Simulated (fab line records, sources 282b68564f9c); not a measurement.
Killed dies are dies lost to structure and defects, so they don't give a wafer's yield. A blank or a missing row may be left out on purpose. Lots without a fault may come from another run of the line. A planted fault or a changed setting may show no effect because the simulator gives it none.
A struck lot beside a sound one | flow rit_cmos | 18 steps out of a route of 202
Sound: wafers L983.1, L983.2, L983.5. Struck: wafers L990.1, L990.4, L990.5. The cause comes at the end.
At each step with rows: each side's tool, then ch and its chambers, then its first start. Under that, the readings that differ: sound wafers | struck wafers | difference of the means | sigmas: that difference in standard deviations of wafers without a fault.
alike: readings whose means differ by less than 2 such deviations, and words and numbers that are the same on both sides. not compared: withheld readings, readings that some wafer has no value for, bounds like >300 that may hide the same value, and numbers for which the record gives no deviation and whose values overlap.
The two part at a step that has a row with sigmas, a row that says differs or no value, or rows on one side only. Numbers that don't overlap but have no deviation are shown without sigmas and don't part them. A reading that every wafer of one side lacks parts them only if that side has two wafers or more.

first, 2 steps without rows for these wafers: RIT_ACTIVE_CLEAN_17 (cleans in SC2, time 600 s); RIT_FOX1_OXIDATION_00 (target thk 350.7 nm, ox time 1130 s).
RIT_FOX1_THK_MEAS_01:
  sound on film_metro-04, day 2 17:49; struck on film_metro-01, day 4 05:32
  alike: FOX1_OXIDE_THK
then, 2 steps without rows for these wafers: RIT_FOX1_WET_ETCH_02 (etches SiO2 in BOE, target depth 350 nm, time 390 s); RIT_FOX2_OXIDATION_00 (target thk 350.7 nm, ox time 1130 s).
RIT_FOX2_THK_MEAS_01:
  sound on film_metro-02, day 2 19:22; struck on film_metro-01, day 4 07:02
  reading             | sound       | struck      | difference | sigmas
  FOX2_OXIDE_THK (nm) | 346 346 343 | 353 365 364 | +16        | +2
then, 2 steps without rows for these wafers: RIT_FOX2_CLEAN_02 (cleans in dHF, time 180 s); RIT_FOX2_WET_ETCH_03 (etches Si3N4 in H3PO4, target depth 195 nm, time 2700 s).
RIT_FOX2_THK_MEAS_90:
  sound on film_metro-01, day 2 20:14; struck on film_metro-01, day 4 07:55
  reading                     | sound       | struck      | difference | sigmas
  FIELD_OXIDE_LEFT_1_THK (nm) | 319 318 316 | 326 338 337 | +16        | +2
then, 3 steps without rows for these wafers: RIT_NWELL_HMDS_00 (prime time 60 s); RIT_NWELL_COAT_01 (resist thk 1300 nm); RIT_NWELL_SOFTBAKE_02 (time 60 s).
RIT_NWELL_EXPOSE_03: exposes mask M2, target cd 43900 nm.
  sound on iline_stepper-01 ch 0, day 2 20:53; struck on iline_stepper-02 ch 0, day 4 08:33
  reading                       | sound                   | struck               | difference | sigmas
  model.NWELL.overlay_x_nm (nm) | -0.4779 -0.4779 -0.4779 | -149.9 -149.9 -149.9 | -149.4     |
  alike: mask
then, 2 steps without rows for these wafers: RIT_NWELL_PEB_04; RIT_NWELL_DEVELOP_05 (develop time 68 s).
RIT_NWELL_OVL_MEAS_06:
  sound on overlay-01, day 2 21:19; struck on overlay-01, day 4 08:59
  reading        | sound        | struck               | difference | sigmas
  NWELL_OVL (nm) | -0.1 0.3 1.2 | -148.9 -149.1 -148.8 | -149.4     | -99 or more
then, 1 step without rows for these wafers: RIT_NWELL_HARDBAKE_07 (time 120 s).
RIT_M1_PROBE_99:
  sound on prober-01, day 4 11:26; struck on prober-02, day 5 21:37
  reading                                 | sound             | struck          | difference | sigmas
  killed_open                             | 6 8 4             | 2 0 3           | -4         | -2
  model.etest.well_edge_right.line_ohm_um | 184.5 182.5 183.4 | 189 188.9 188.9 | +5         |
  model.etest.well_edge_left.line_ohm_um  | 182 182.2 182.7   | 176.1 175 176.5 | -6.4       |
  alike: killed_at_M0_to_M3, killed_at_contacts, killed_at_front_end, killed_dies, killed_short

WHERE THEY PART
First at RIT_FOX2_THK_MEAS_01; last, within this record, at RIT_M1_PROBE_99.

WHY: what the simulator had put in
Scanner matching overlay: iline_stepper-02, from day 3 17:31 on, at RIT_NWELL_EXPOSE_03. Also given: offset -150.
